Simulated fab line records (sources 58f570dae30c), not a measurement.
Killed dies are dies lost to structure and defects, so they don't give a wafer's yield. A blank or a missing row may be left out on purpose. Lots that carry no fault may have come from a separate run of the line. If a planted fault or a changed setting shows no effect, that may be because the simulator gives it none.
Which tool is to blame? :: flow berkeley-cmos170 :: 42 wafers from 14 lots sampled at 2 of the route's 331 steps

WHAT EACH GAUGE READ, for each wafer
UCB170_NLDD_TW_MEAS_11. Usual: NLDD_TW gives 2220 (standard deviation 10).
lot: L386
measured: day 7 20:47
on: film-metro-04
NLDD_TW: 2239 2228 2235
flag: 

lot: L389
measured: day 8 06:28
on: film-metro-04
NLDD_TW: 2222 2208 2216
flag: 

lot: L390
measured: day 8 06:14
on: film-metro-04
NLDD_TW: 2208 2223 2218
flag: 

lot: L394
measured: day 8 17:56
on: film-metro-04
NLDD_TW: 2214 2230 2209
flag: 

lot: L392
measured: day 8 18:17
on: film-metro-03
NLDD_TW: 2202 2194 2216
flag: 

lot: L391
measured: day 8 18:31
on: film-metro-03
NLDD_TW: 2206 2214 2203
flag: 

lot: L395
measured: day 9 06:56
on: film-metro-04
NLDD_TW: 2206 2206 2211
flag: 

lot: L397
measured: day 9 17:54
on: film-metro-03
NLDD_TW: 2220 2229 2223
flag: 

lot: L400
measured: day 10 07:50
on: film-metro-04
NLDD_TW: 2209 2200 2207
flag: 

lot: L401
measured: day 10 08:06
on: film-metro-04
NLDD_TW: 2208 2208 2218
flag: 

lot: L404
measured: day 11 06:37
on: film-metro-03
NLDD_TW: 2223 2233 2212
flag: 

lot: L406
measured: day 11 07:29
on: film-metro-04
NLDD_TW: 2226 2228 2211
flag: 

lot: L408
measured: day 12 04:29
on: film-metro-04
NLDD_TW: 2218 2224 2221
flag: 

lot: L409
measured: day 12 18:02
on: film-metro-03
NLDD_TW: 2232 2231 2228
flag: 

EACH LOT AND THE TOOL THAT RAN IT (in order: tool; ch and the chambers of the sampled wafers; start)
lot: L386
UCB170_NVT_IMPLANT_07: implanter-04 ch 0, day 6 22:45

lot: L389
UCB170_NVT_IMPLANT_07: implanter-04 ch 0, day 7 13:35

lot: L390
UCB170_NVT_IMPLANT_07: implanter-04 ch 0, day 7 13:53

lot: L394
UCB170_NVT_IMPLANT_07: implanter-04 ch 0, day 7 19:43

lot: L392
UCB170_NVT_IMPLANT_07: implanter-02 ch 0, day 7 19:45

lot: L391
UCB170_NVT_IMPLANT_07: implanter-04 ch 0, day 7 19:58

lot: L395
UCB170_NVT_IMPLANT_07: implanter-03 ch 0, day 8 10:43

lot: L397
UCB170_NVT_IMPLANT_07: implanter-02 ch 0, day 8 19:47

lot: L400
UCB170_NVT_IMPLANT_07: implanter-03 ch 0, day 9 07:26

lot: L401
UCB170_NVT_IMPLANT_07: implanter-02 ch 0, day 9 07:47

lot: L404
UCB170_NVT_IMPLANT_07: implanter-04 ch 0, day 10 06:18

lot: L406
UCB170_NVT_IMPLANT_07: implanter-04 ch 0, day 10 07:09

lot: L408
UCB170_NVT_IMPLANT_07: implanter-04 ch 0, day 11 06:05

lot: L409
UCB170_NVT_IMPLANT_07: implanter-02 ch 0, day 11 17:56
- UCB170_NVT_IMPLANT_07

AS READ BY THE TOOLS THEMSELVES (means over the sampled wafers that have a number; for cases with no such wafer, the mark the record gives instead)
UCB170_NVT_IMPLANT_07. Usual: tilt-deg 7.001 degrees, standard deviation 0.023.
lot: L386
tool: implanter-04
tilt-deg (degrees): 7.004
flag: 

lot: L389
tool: implanter-04
tilt-deg (degrees): 7.008
flag: 

lot: L390
tool: implanter-04
tilt-deg (degrees): 7.012
flag: 

lot: L394
tool: implanter-04
tilt-deg (degrees): 7.010
flag: 

lot: L392
tool: implanter-02
tilt-deg (degrees): 7.012
flag: 

lot: L391
tool: implanter-04
tilt-deg (degrees): 6.983
flag: 

lot: L395
tool: implanter-03
tilt-deg (degrees): 6.973
flag: 

lot: L397
tool: implanter-02
tilt-deg (degrees): 5.854
flag: OFF

lot: L400
tool: implanter-03
tilt-deg (degrees): 7.014
flag: 

lot: L401
tool: implanter-02
tilt-deg (degrees): 5.858
flag: OFF

lot: L404
tool: implanter-04
tilt-deg (degrees): 6.986
flag: 

lot: L406
tool: implanter-04
tilt-deg (degrees): 6.987
flag: 

lot: L408
tool: implanter-04
tilt-deg (degrees): 6.991
flag: 

lot: L409
tool: implanter-02
tilt-deg (degrees): 7.024
flag: 

THE ANSWER, worked out from the rows above alone
Rule: a lot counts as off when the mean over its wafers that have a number is more than 3 standard deviations away from the usual mean. A lot without any number at a reading at which 4 lots or more have one is off too. Any other lot the step has rows for is counted as sound. After the gauges, taken in route order, come the tools' own readings; for these a lot's mean is taken, as printed above. At the first step where some lot is off, the reading lying furthest off is the one used; lots without a number count as furthest.
Off, at UCB170_NVT_IMPLANT_07 on tilt-deg: L397, L401.
A tool fits if, at that step or a process step before it, it ran every lot that is off, and no sound lot after the first of them. Of those tried, none fits.

WHAT THE SIMULATOR PUT IN
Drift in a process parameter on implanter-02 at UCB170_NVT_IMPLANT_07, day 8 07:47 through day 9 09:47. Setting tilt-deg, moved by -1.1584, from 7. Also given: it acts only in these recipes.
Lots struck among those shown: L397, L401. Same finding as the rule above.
